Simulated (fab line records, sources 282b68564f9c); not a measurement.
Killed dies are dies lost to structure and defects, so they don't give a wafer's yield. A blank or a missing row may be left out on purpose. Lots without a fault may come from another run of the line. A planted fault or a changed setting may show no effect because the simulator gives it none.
fab line records | flow rit_cmos
record lots=6 wafers=18 last_day=8
route steps=202 shown REOX@99 NLDD@103 PLDD@114 SPACER@125 NSD@131 SILICIDE@161 M1@202
lots that met no fault: from a run of the same line without faults
start_h: hours from the record's first day to the start of the lot's first wafer shown | wait_h: hours since the lot's step before | " the same as in the row above | L1.1+2: a row that stands for several wafers | - no value, or no start given | * or withheld: withheld | < > ~ a bound
route shown NAME@n: a module of which the file shows steps, and the number in the route of the first | usual: mean/standard deviation of fault-free wafers | same: alike in all rows | chamber/n: place in a boat | sites: the reading at each site | _std_site: their standard deviation | _edge_site: outer sites' mean less inner sites' | radius_mm: how far each site lies from the wafer's centre | mask NAME#n: copy n | behind: the tool/chamber that last shaped the wafer | hold: why the lot was held/for how many hours/how that ended | device: the transistor (n, p or np) that didn't switch | end of line: the same wafers' tests at the end of the route | a step without rows: its recipe alone | killed: dies lost to structure and defects at the first sort, not the wafer's yield | map: a wafer's dies, x killed, . not, _ none there
set.NAME: the setting as run; set.NAME@STEP: as run at that earlier step | model.NAME: the simulator's own value behind a step, which no gauge read
lots at some steps of the route; a table a step, a row a wafer
services: from which hour (start_h, from the record's first day; less than 0 if before it) a tool's chamber was out of use, for how many hours, and why
## steps
# step RIT_REOX_CLEAN_01
# recipe chemistry=dHF dilution=50:1 time_s=30
# step RIT_REOX_CLEAN_02
# recipe chemistry=SC2 mix=3:3:50 time_s=600 temp_c=75 dry=n2_spin
# step RIT_REOX_OXIDATION_03
# recipe temp_c=900 ambient=O2 target_thk_a=252 ox_time_s=5580
# step RIT_REOX_THK_MEAS_04
# recipe reads=SiO2_of_REOX_OXIDATION_03
# usual REOX_OXIDE_THK=25.3/0.53
# columns lot.wafer tool chamber start_h wait_h REOX_OXIDE_THK[nm]
L122.1 film_metro-04 - 57.39 0.0 24.6
L122.4 " - " " 24.7
L122.5 " - " " 24.8
L125.1 film_metro-01 - 73.01 0.0 24.8
L125.2 " - " " 24.2
L125.6 " - " " 24.6
L132.1 film_metro-01 - 106.84 0.0 25.1
L132.2 " - " " 25.5
L132.3 " - " " 25.1
L133.1 film_metro-04 - 111.31 0.0 24.8
L133.2 " - " " 24.2
L133.4 " - " " 24.6
L136.1 film_metro-04 - 138.04 0.0 24.7
L136.2 " - " " 24.8
L136.5 " - " " 24.7
L141.2 film_metro-04 - 172.02 0.0 24.7
L141.3 " - " " 25.3
L141.6 " - " " 25.2
# step RIT_NLDD_HMDS_00
# recipe prime_time_s=60 prime_temp_c=140
# step RIT_NLDD_COAT_01
# recipe resist=NOVOLAK spin_rpm=3250 resist_thk_nm=988.5
# step RIT_NLDD_SOFTBAKE_02
# recipe resist=NOVOLAK temp_c=90 time_s=60
# step RIT_NLDD_EXPOSE_03
# recipe mask_id=M7 na=0.57 target_cd_nm=40700 dose_mj=250
# step RIT_NLDD_PEB_04
# recipe resist=NOVOLAK temp_c=withheld time_s=withheld
# step RIT_NLDD_DEVELOP_05
# recipe resist=NOVOLAK develop_time_s=50 dev_temp_c=23
# step RIT_NLDD_OVL_MEAS_06
# usual NLDD_OVL=1.1/1.4
# columns lot.wafer tool chamber start_h wait_h NLDD_OVL[nm]
L122.1 overlay-02 - 58.30 - 1.2
L122.4 " - " " 1.7
L122.5 " - " " 1.6
L125.1 overlay-01 - 74.05 - 1.8
L125.2 " - " " 3.7
L125.6 " - " " 2.9
L132.1 overlay-02 - 107.98 - 1.7
L132.2 " - " " 2.0
L132.3 " - " " 0.7
L133.1 overlay-01 - 112.22 - 1.0
L133.2 " - " " -1.4
L133.4 " - " " -0.5
L136.1 overlay-01 - 138.95 - 0.8
L136.2 " - " " 3.6
L136.5 " - " " 2.5
L141.2 overlay-01 - 173.29 - -0.6
L141.3 " - " " -2.0
L141.6 " - " " 0.6
# step RIT_NLDD_HARDBAKE_07
# recipe resist=NOVOLAK temp_c=140 time_s=60
# step RIT_NLDD_IMPLANT_08
# recipe species=P energy_kev=20 dose_cm2=5e+14 tilt_deg=7
# usual beam_on_s=10.02/0.2 dose_ions_cm2=5.001e+14/5.5e+11
# columns lot.wafer tool chamber start_h wait_h beam_on_s dose_ions_cm2
L122.1 implanter-04 0 58.50 0.1 9.62 4.998e+14
L122.4 " 0 " " 10.09 4.998e+14
L122.5 " 0 " " 9.90 4.998e+14
L125.1 implanter-03 0 74.23 0.1 10.20 4.991e+14
L125.2 " 0 " " 9.77 4.985e+14
L125.6 " 0 " " 10.10 4.992e+14
L132.1 implanter-03 0 108.16 0.1 10.08 4.923e+14
L132.2 " 0 " " 9.85 4.92e+14
L132.3 " 0 " " 9.79 4.92e+14
L133.1 implanter-03 0 112.49 0.1 10.31 4.93e+14
L133.2 " 0 " " 10.07 4.924e+14
L133.4 " 0 " " 10.11 4.924e+14
L136.1 implanter-04 0 139.14 0.1 9.70 4.997e+14
L136.2 " 0 " " 10.07 4.999e+14
L136.5 " 0 " " 10.28 5.004e+14
L141.2 implanter-01 0 173.50 0.1 10.18 5.009e+14
L141.3 " 0 " " 9.91 5.005e+14
L141.6 " 0 " " 10.05 5.009e+14
# step RIT_NLDD_STRIP_09
# recipe chemistry=O2 time_s=180 resist=NOVOLAK platen_temp_c=withheld power_w=500 pressure_mtorr=4000 o2_flow_sccm=4000
# usual drypump_motor_current_A=5.9/0.41
# columns lot.wafer tool chamber start_h wait_h drypump_motor_current_A rf_hours_counter_h
L122.1 plasma_asher-01 0 58.65 0.1 5.7 40
L122.4 " 0 " " 5.7 -
L122.5 " 1 " " 5.3 -
L125.1 plasma_asher-01 0 74.38 0.1 5.7 42
L125.2 " 1 " " 5.3 42
L125.6 " 1 " " 5.3 -
L132.1 plasma_asher-03 1 108.31 0.1 6.1 45
L132.2 " 0 " " 6.2 45
L132.3 " 1 " " 6.1 -
L133.1 plasma_asher-03 0 112.64 0.1 6.2 45
L133.2 " 1 " " 6.0 45
L133.4 " 1 " " 6.1 -
L136.1 plasma_asher-01 0 139.29 0.1 5.7 48
L136.2 " 1 " " 5.3 48
L136.5 " 0 " " 5.7 -
L141.2 plasma_asher-03 0 173.62 0.1 6.3 50
L141.3 " 1 " " 6.1 -
L141.6 " 1 " " 6.1 -
# step RIT_NLDD_TW_MEAS_10
# usual NLDD_TW=2504/14
# columns lot.wafer tool chamber start_h wait_h NLDD_TW
L122.1 film_metro-04 - 58.82 0.1 2528
L122.4 " - " " 2528
L122.5 " - " " 2514
L125.1 film_metro-01 - 74.56 0.1 2499
L125.2 " - " " 2491
L125.6 " - " " 2494
L132.1 film_metro-02 - 108.49 0.1 2500
L132.2 " - " " 2502
L132.3 " - " " 2505
L133.1 film_metro-02 - 112.81 0.1 2510
L133.2 " - " " 2508
L133.4 " - " " 2513
L136.1 film_metro-02 - 139.46 0.1 2505
L136.2 " - " " 2496
L136.5 " - " " 2507
L141.2 film_metro-01 - 173.81 0.1 2474
L141.3 " - " " 2496
L141.6 " - " " 2491
# step RIT_PLDD_HMDS_00
# recipe prime_time_s=60 prime_temp_c=140
# step RIT_PLDD_COAT_01
# recipe resist=NOVOLAK spin_rpm=3250 resist_thk_nm=1000
# step RIT_PLDD_SOFTBAKE_02
# recipe resist=NOVOLAK temp_c=90 time_s=60
# step RIT_PLDD_EXPOSE_03
# recipe mask_id=M8 na=0.57 target_cd_nm=40900 dose_mj=250
# step RIT_PLDD_PEB_04
# recipe resist=NOVOLAK temp_c=withheld time_s=withheld
# step RIT_PLDD_DEVELOP_05
# recipe resist=NOVOLAK develop_time_s=50 dev_temp_c=23
# step RIT_PLDD_OVL_MEAS_06
# usual PLDD_OVL=0.4/1.6
# columns lot.wafer tool chamber start_h wait_h PLDD_OVL[nm]
L122.1 overlay-01 - 59.86 - -0.9
L122.4 " - " " 0.2
L122.5 " - " " -0.3
L125.1 overlay-02 - 75.83 - 1.5
L125.2 " - " " 1.3
L125.6 " - " " 2.9
L132.1 overlay-01 - 109.40 - 2.2
L132.2 " - " " 0.6
L132.3 " - " " 0.5
L133.1 overlay-02 - 114.12 - 1.2
L133.2 " - " " 0.6
L133.4 " - " " -1.8
L136.1 overlay-01 - 140.50 - -0.9
L136.2 " - " " -2.3
L136.5 " - " " 0.6
L141.2 overlay-02 - 174.84 - 0.4
L141.3 " - " " 0.7
L141.6 " - " " -0.3
# step RIT_PLDD_HARDBAKE_07
# recipe resist=NOVOLAK temp_c=140 time_s=60
# step RIT_PLDD_IMPLANT_08
# recipe species=BF2 energy_kev=20 dose_cm2=8.893e+14 tilt_deg=7
# step RIT_PLDD_STRIP_09
# recipe chemistry=O2 time_s=180 resist=NOVOLAK platen_temp_c=withheld power_w=500 pressure_mtorr=4000 o2_flow_sccm=4000
# usual drypump_motor_current_A=5.8/0.46
# columns lot.wafer tool chamber start_h wait_h drypump_motor_current_A rf_hours_counter_h
L122.1 plasma_asher-02 1 60.19 0.1 5.4 43
L122.4 " 0 " " 6.4 -
L122.5 " 1 " " 5.4 -
L125.1 plasma_asher-03 1 76.16 0.1 6.1 41
L125.2 " 0 " " 6.2 41
L125.6 " 1 " " 6.1 -
L132.1 plasma_asher-03 0 109.73 0.1 6.2 45
L132.2 " 1 " " 6.1 45
L132.3 " 1 " " 6.1 -
L133.1 plasma_asher-03 0 114.45 0.1 6.2 45
L133.2 " 1 " " 6.1 45
L133.4 " 1 " " 6.1 -
L136.1 plasma_asher-04 1 140.84 0.1 5.3 37
L136.2 " 0 " " 5.2 37
L136.5 " 0 " " 5.2 -
L141.2 plasma_asher-03 1 175.17 0.1 6.1 50
L141.3 " 1 " " 6.1 -
L141.6 " 1 " " 6.1 -
# step RIT_PLDD_TW_MEAS_10
# usual PLDD_TW=2351/12
# columns lot.wafer tool chamber start_h wait_h PLDD_TW
L122.1 film_metro-02 - 60.37 0.1 2369
L122.4 " - " " 2358
L122.5 " - " " 2355
L125.1 film_metro-01 - 76.34 0.1 2342
L125.2 " - " " 2338
L125.6 " - " " 2348
L132.1 film_metro-02 - 109.91 0.1 2353
L132.2 " - " " 2365
L132.3 " - " " 2362
L133.1 film_metro-02 - 114.63 0.1 2367
L133.2 " - " " 2357
L133.4 " - " " 2352
L136.1 film_metro-01 - 141.01 0.1 2346
L136.2 " - " " 2347
L136.5 " - " " 2348
L141.2 film_metro-04 - 175.35 0.1 2374
L141.3 " - " " 2358
L141.6 " - " " 2355
# step RIT_SPACER_CLEAN_00
# recipe chemistry=SC1 mix=3:3:50 time_s=600 temp_c=75
# step RIT_SPACER_CLEAN_01
# recipe chemistry=dHF dilution=50:1 time_s=30
# step RIT_SPACER_CLEAN_02
# recipe chemistry=SC2 mix=3:3:50 time_s=600 temp_c=75 dry=n2_spin
# step RIT_SPACER_CVD_03
# recipe material=Si3N4 target_thk_nm=250 temp_c=810 precursor=SiH2Cl2/NH3 time_s=3300 pressure_mtorr=300 sih2cl2_flow_sccm=60 nh3_flow_sccm=150
# step RIT_SPACER_THK_MEAS_04
# recipe reads=Si3N4_of_SPACER_CVD_03
# usual SPACER_NITRIDE_THK=249.4/2.1
# columns lot.wafer tool chamber start_h wait_h SPACER_NITRIDE_THK[nm]
L122.1 film_metro-02 - 62.93 0.0 247.0
L122.4 " - " " 244.6
L122.5 " - " " 244.2
L125.1 film_metro-02 - 78.71 0.0 251.1
L125.2 " - " " 253.8
L125.6 " - " " 252.7
L132.1 film_metro-01 - 112.25 0.0 245.3
L132.2 " - " " 246.3
L132.3 " - " " 246.7
L133.1 film_metro-01 - 116.97 0.0 246.7
L133.2 " - " " 247.7
L133.4 " - " " 246.3
L136.1 film_metro-03 - 143.37 0.0 250.0
L136.2 " - " " 251.6
L136.5 " - " " 251.1
L141.2 film_metro-03 - 179.37 0.0 251.1
L141.3 " - " " 251.0
L141.6 " - " " 252.0
# step RIT_SPACER_ETCHBACK_05
# recipe target_depth_a=2500 SF6_flow_sccm=30 CHF3_flow_sccm=30 target=Si3N4 chemistry=SF6/CHF3 pressure_mtorr=40 rf_w=250 time_s=240 stop_on=SiO2
# usual CHF3_flow_sccm=29.99/0.088 drypump_motor_current_A=5.7/0.47 oes_product_au=0.845/0.014 throttle_valve_pct=10.29/0.14
# columns lot.wafer tool chamber start_h wait_h CHF3_flow_sccm drypump_motor_current_A oes_product_au rf_hours_counter_h throttle_valve_pct
L122.1 rie_diel-01 0 62.99 0.1 30.10 5.9 0.838 42 10.39
L122.4 " 2 " " 29.98 6.3 0.810 100 10.41
L122.5 " 0 " " 30.10 5.9 0.835 - 10.37
L125.1 rie_diel-03 3 78.77 0.1 29.91 5.3 0.846 41 10.21
L125.2 " 0 " " 30.01 4.9 0.842 39 10.39
L125.6 " 0 " " 29.94 4.9 0.843 - 10.37
L132.1 rie_diel-04 0 112.31 0.1 29.99 6.5 0.844 76 10.26
L132.2 " 1 " " 29.88 5.7 0.838 49 10.55
L132.3 " 2 " " 29.95 5.3 0.849 155 10.13
L133.1 rie_diel-04 2 117.03 0.1 29.99 5.3 0.852 155 10.12
L133.2 " 0 " " 29.93 6.5 0.842 76 10.23
L133.4 " 2 " " 29.86 5.3 0.851 - 10.13
L136.1 rie_diel-03 3 143.43 0.1 30.11 5.2 0.851 42 10.21
L136.2 " 2 " " 29.96 5.8 0.854 44 10.26
L136.5 " 0 " " 30.08 4.9 0.837 - 10.39
L141.2 rie_diel-03 1 179.42 0.0 30.03 5.5 0.877 3 10.15
L141.3 " 3 " " 29.94 5.3 0.858 43 10.19
L141.6 " 2 " " 30.02 5.8 0.856 - 10.27
# step RIT_NSD_HMDS_00
# recipe prime_time_s=60 prime_temp_c=140
# step RIT_NSD_COAT_01
# recipe resist=NOVOLAK spin_rpm=3250 resist_thk_nm=1000
# step RIT_NSD_SOFTBAKE_02
# recipe resist=NOVOLAK temp_c=90 time_s=60
# step RIT_NSD_EXPOSE_03
# recipe mask_id=M9 na=0.57 target_cd_nm=40700 dose_mj=250
# step RIT_NSD_PEB_04
# recipe resist=NOVOLAK temp_c=withheld time_s=withheld
# step RIT_NSD_DEVELOP_05
# recipe resist=NOVOLAK develop_time_s=50 dev_temp_c=23
# step RIT_NSD_OVL_MEAS_06
# usual NSD_OVL=0.7/1.2
# columns lot.wafer tool chamber start_h wait_h NSD_OVL[nm]
L122.1 overlay-02 - 64.16 - -0.5
L122.4 " - " " -0.4
L122.5 " - " " -0.1
L125.1 overlay-01 - 79.77 - 0.3
L125.2 " - " " 1.3
L125.6 " - " " -1.6
L132.1 overlay-02 - 113.65 - 3.4
L132.2 " - " " 0.9
L132.3 " - " " 1.3
L133.1 overlay-02 - 118.03 - 0.8
L133.2 " - " " 0.6
L133.4 " - " " 0.0
L136.1 overlay-01 - 144.55 - 0.4
L136.2 " - " " 0.9
L136.5 " - " " 1.2
L141.2 overlay-02 - 181.08 - 2.0
L141.3 " - " " 1.6
L141.6 " - " " -0.8
# step RIT_NSD_HARDBAKE_07
# recipe resist=NOVOLAK temp_c=140 time_s=60
# step RIT_NSD_IMPLANT_08
# recipe species=P energy_kev=25 dose_cm2=1e+15 tilt_deg=7
# step RIT_NSD_STRIP_09
# recipe chemistry=O2 time_s=180 resist=NOVOLAK platen_temp_c=withheld power_w=500 pressure_mtorr=4000 o2_flow_sccm=4000
# usual drypump_motor_current_A=5.5/0.32
# columns lot.wafer tool chamber start_h wait_h drypump_motor_current_A rf_hours_counter_h
L122.1 plasma_asher-04 1 64.50 0.1 5.4 30
L122.4 " 0 " " 5.2 -
L122.5 " 0 " " 5.2 -
L125.1 plasma_asher-01 0 80.11 0.1 5.7 42
L125.2 " 1 " " 5.2 42
L125.6 " 1 " " 5.3 -
L132.1 plasma_asher-01 0 113.98 0.1 5.7 46
L132.2 " 1 " " 5.3 46
L132.3 " 1 " " 5.3 -
L133.1 plasma_asher-02 1 118.48 0.1 5.4 0
L133.2 " 0 " " 6.4 0
L133.4 " 0 " " 6.4 -
L136.1 plasma_asher-01 0 144.89 0.1 5.7 49
L136.2 " 1 " " 5.3 49
L136.5 " 1 " " 5.3 -
L141.2 plasma_asher-04 0 181.60 0.1 5.2 40
L141.3 " 0 " " 5.2 -
L141.6 " 1 " " 5.4 -
# step RIT_SDANNEAL_RS_MEAS_07
# recipe thk_meas_gauge=four-point-probe
# usual NLDD_RS=151.7/0.43
# columns lot.wafer tool chamber start_h wait_h hold NLDD_RS[ohm/sq]
L122.1 film_metro-04 - 67.12 0.1 - 151.9
L122.4 " - " " - 151.7
L122.5 " - " " - 151.9
L125.1 film_metro-02 - 82.67 0.1 - 151.2
L125.2 " - " " - 151.5
L125.6 " - " " - 151.6
L132.1 film_metro-02 - 116.42 0.1 await_dispo/0.2h/release 154.5
L132.2 " - " " await_dispo/0.2h/release 154.3
L132.3 " - " " await_dispo/0.2h/release 154.0
L132.1 film_metro-02 - 116.71 0.3 - 154.2
L132.2 " - " " - 154.3
L132.3 " - " " - 154.4
L133.1 film_metro-01 - 120.92 0.1 await_dispo/0.2h/release 153.4
L133.2 " - " " await_dispo/0.2h/release 153.9
L133.4 " - " " await_dispo/0.2h/release 153.3
L133.1 film_metro-01 - 121.21 0.3 - 153.3
L133.2 " - " " - 153.5
L133.4 " - " " - 153.8
L136.1 film_metro-02 - 147.46 0.1 - 152.0
L136.2 " - " " - 151.8
L136.5 " - " " - 151.7
L141.2 film_metro-04 - 184.19 0.1 - 151.5
L141.3 " - " " - 152.3
L141.6 " - " " - 151.7
# step RIT_SILICIDE_WET_ETCH_00
# recipe chemistry=BOE target=SiO2 target_depth_nm=14 time_s=15 dry=n2_spin dilution=10:1 temp_c=21.5
# usual bath_heat_duty_pct=1.7/0.4
# columns lot.wafer tool chamber start_h wait_h hold bath_heat_duty_pct
L122.1 wet_bench-03 0 67.24 0.1 - 1.9
L122.4 " 0 " " - 1.6
L122.5 " 0 " " - 1.8
L125.1 wet_bench-03 2 82.79 0.1 - 2.7
L125.2 " 2 " " - 2.2
L125.6 " 2 " " - 1.6
L132.1 wet_bench-03 3 118.71 2.0 await_dispo/1.9h/release 1.3
L132.2 " 3 " " await_dispo/1.9h/release 1.9
L132.3 " 3 " " await_dispo/1.9h/release 1.4
L133.1 wet_bench-03 0 128.47 7.2 await_dispo/7.1h/release 2.0
L133.2 " 0 " " await_dispo/7.1h/release 2.3
L133.4 " 0 " " await_dispo/7.1h/release 1.8
L136.1 wet_bench-01 3 147.58 0.1 - 1.5
L136.2 " 3 " " - 1.4
L136.5 " 3 " " - 1.1
L141.2 wet_bench-04 1 184.29 0.1 - 2.5
L141.3 " 1 " " - 1.8
L141.6 " 1 " " - 1.5
# step RIT_M1_PROBE_99
# usual killed_at_contacts=0.1/0.25 killed_at_front_end=7/3.3 killed_dies=7/3.2 killed_open=3.6/2.2 killed_short=3.5/2
# same gross_dies=264 killed_at_M0_to_M3=0 killed_at_M4_up=0 killed_at_back_side=0 killed_at_other=0
# columns lot.wafer tool chamber start_h wait_h killed_at_contacts killed_at_front_end killed_dies killed_open killed_short
L122.1 prober-01 - 74.03 0.1 0 7 7 1 6
L122.4 prober-01 - 74.18 0.2 0 5 5 3 2
L122.5 prober-01 - 74.23 0.2 0 15 15 7 8
L125.1 prober-02 - 89.90 0.1 0 4 4 1 3
L125.2 prober-02 - 89.95 0.1 0 8 8 6 2
L125.6 prober-02 - 90.15 0.2 0 2 2 1 1
L132.1 prober-01 - 126.31 0.1 0 6 6 3 3
L132.2 prober-01 - 126.36 0.1 0 14 14 8 6
L132.3 prober-01 - 126.41 0.2 0 6 6 3 3
L133.1 prober-02 - 135.22 0.1 0 12 12 5 7
L133.2 prober-02 - 135.27 0.1 0 6 6 3 3
L133.4 prober-02 - 135.37 0.2 0 15 15 6 9
# killed by level:class
L122.1 SILICIDE:geometric_particle:short=3 FOX1:geometric_particle:short=1 FOX2:geometric_particle:open=1 GATE:geometric_particle:short=1 REOX:geometric_particle:short=1
L122.4 GATE:geometric_particle:open=1 REOX:geometric_particle:open=1 SPACER:geometric_particle:short=1 SILICIDE:geometric_particle:open=1 SILICIDE:geometric_particle:short=1
L122.5 REOX:geometric_particle:short=4 GATE:geometric_particle:open=3 SILICIDE:geometric_particle:open=3 FOX1:geometric_particle:short=1 GATE:geometric_particle:short=1 REOX:geometric_particle:open=1 SPACER:geometric_particle:short=1 SILICIDE:geometric_particle:short=1
L125.1 GATE:geometric_particle:short=3 GATE:geometric_particle:open=1
L125.2 GATE:geometric_particle:open=4 FOX2:geometric_particle:open=1 GATE:geometric_particle:short=1 REOX:geometric_particle:short=1 SPACER:geometric_particle:open=1
L125.6 SPACER:geometric_particle:short=1 SPACER:geometric_particle:open=1
L132.1 GATE:geometric_particle:open=3 FOX2:geometric_particle:short=1 GATE:geometric_particle:short=1 SILICIDE:geometric_particle:short=1
L132.2 GATE:geometric_particle:open=4 GATE:geometric_particle:short=4 FOX1:geometric_particle:open=2 FOX2:geometric_particle:short=1 FOX2:geometric_particle:open=1 REOX:geometric_particle:short=1 REOX:geometric_particle:open=1
L132.3 GATE:geometric_particle:open=2 FOX2:geometric_particle:short=1 GATE:geometric_particle:short=1 REOX:geometric_particle:open=1 SPACER:geometric_particle:short=1
L133.1 GATE:geometric_particle:short=5 GATE:geometric_particle:open=4 REOX:geometric_particle:open=1 REOX:geometric_particle:short=1 SPACER:geometric_particle:short=1
L133.2 GATE:geometric_particle:open=3 SPACER:geometric_particle:short=2 GATE:geometric_particle:short=1
L133.4 GATE:geometric_particle:short=5 GATE:geometric_particle:open=5 REOX:geometric_particle:short=2 SPACER:geometric_particle:short=2 REOX:geometric_particle:open=1
## services
# columns tool chamber start_h hours kind
plasma_asher-03 - 41.29 28.1 pm
implanter-03 - 50.78 3.0 pm
implanter-03 - 56.03 3.3 repair
plasma_asher-02 - 57.74 2.3 repair
implanter-03 - 65.24 1.3 repair
rie_diel-04 - 65.71 0.7 repair
rie_diel-04 3 73.20 16.0 repair
rie_diel-04 0 78.92 4.7 repair
wet_bench-04 - 81.17 38.2 pm
rie_diel-03 0 82.53 1.4 repair
rie_diel-04 2 86.52 12.9 repair
rie_diel-04 3 99.46 - clean
rie_diel-04 3 99.46 18.5 scheduled_down
rie_diel-04 3 99.46 18.5 vent_cycle
plasma_asher-03 - 102.36 0.6 repair
wet_bench-03 - 108.23 1.9 pm
plasma_asher-02 - 108.75 9.0 pm
plasma_asher-02 0 108.75 9.0 vent_cycle
plasma_asher-02 1 108.75 9.0 vent_cycle
plasma_asher-02 0 117.75 - clean
implanter-04 - 124.59 4.6 pm
rie_diel-01 2 135.91 7.5 repair
plasma_asher-04 - 142.29 2.6 repair
rie_diel-03 - 182.46 1.1 repair
## key
first_sign step=RIT_NLDD_IMPLANT_08 reading=dose_ions_cm2 direction=down sigmas=14 usual=5.001e+14 struck=4.924e+14
effect step=RIT_SDANNEAL_RS_MEAS_07 reading=NLDD_RS direction=up sigmas=5 usual=151.7 struck=153.9
met_at RIT_NLDD_IMPLANT_08
struck_wafers L132.1,L132.2,L132.3,L133.1,L133.2,L133.4
tester_left_out L132,L133
onset_between 74.23 108.16
fault kind=process_parameter_drift tool=implanter-03 chamber=- onset_h=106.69 steps=RIT_NLDD_IMPLANT_08 channel=dose_cm2 offset=-7.6914e+12 shape=step end_h=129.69 acts_in=these_recipes_only stated=5e+14
# tester_left_out: of these lots the tester's yield and bins aren't shown, on N5 and GAA mostly nor the transistor test; their killed dies are dies lost to structure and defects alone, not to doping, threshold or leakage, so they don't give the yield
